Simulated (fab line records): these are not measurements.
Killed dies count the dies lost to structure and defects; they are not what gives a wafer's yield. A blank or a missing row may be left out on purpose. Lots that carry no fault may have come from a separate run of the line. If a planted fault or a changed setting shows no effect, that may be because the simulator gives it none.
Matching of chambers    flow rit cmos    RIT_GATE_ETCH_19 on rie si-02: 4 sister chambers
The step etches poly-Si in SF6/CHF3/O2, stops on SiO2, time 165 s, target depth 312.5 nm. 15 wafers are shown with their chamber, then 7 later ones without.

WAFERS WITH THEIR CHAMBER
wafer   chamber  throttle valve pct (%)  drypump motor current A (A)  oes product au (a.u.)
L667.1  3        10.41                   4.9                          0.832
L667.2  0        10.04                   5.6                          0.833
L667.4  1        10.10                   5.5                          0.826
L669.3  2        10.10                   6.1                          0.857
L669.5  0        10.04                   5.6                          0.846
L669.6  1        10.10                   5.4                          0.837
L671.1  2        10.08                   6.0                          0.850
L671.2  1        10.10                   5.5                          0.830
L671.4  0        10.06                   5.6                          0.842
L673.2  1        10.10                   5.5                          0.825
L673.5  3        10.42                   4.9                          0.825
L673.6  2        10.10                   6.0                          0.843
L675.4  1        10.09                   5.5                          0.835
L675.5  1        10.09                   5.5                          0.829
L675.6  0        10.05                   5.6                          0.860

SIGNATURES, as means of the wafers listed above
reading                  chamber 0  chamber 1  chamber 2  chamber 3  scatter within a chamber
throttle valve pct       10.0475    10.0967    10.0933    10.4150    0.00812
drypump motor current A  5.600      5.483      6.033      4.900      0.0369
oes product au           0.84525    0.83033    0.85000    0.82850    0.00749
Rule: a wafer lies at a distance from a chamber equal to the root of the sum of squares, over the readings, of (its reading less the chamber's mean, divided by the reading's scatter). The wafer belongs to the nearest chamber; if the next one is less than 2 further off, it can't be placed. How the scatter is found: for the shown wafers, subtract from each reading the mean of its chamber, square and add these, divide the total by (wafers less chambers), then take the root.

WAFERS WITHOUT THEIR CHAMBER
wafer   throttle valve pct (%)  drypump motor current A (A)  oes product au (a.u.)
L677.1  10.10                   6.0                          0.849
L677.2  10.11                   5.5                          0.826
L677.6  10.42                   4.9                          0.835
L679.1  10.04                   5.6                          0.846
L679.3  10.11                   6.0                          0.855
L679.4  10.10                   5.5                          0.827
L687.5  10.11                   5.5                          0.790

EACH ONE'S CHAMBER
wafer   from the rows above  in truth
L677.1  2                    2
L677.2  1                    1
L677.6  3                    3
L679.1  0                    0
L679.3  2                    2
L679.4  1                    1
L687.5  1                    1
Correct placement for 7 of the 7. From these rows, 0 cannot be placed. 0 placed wrongly.
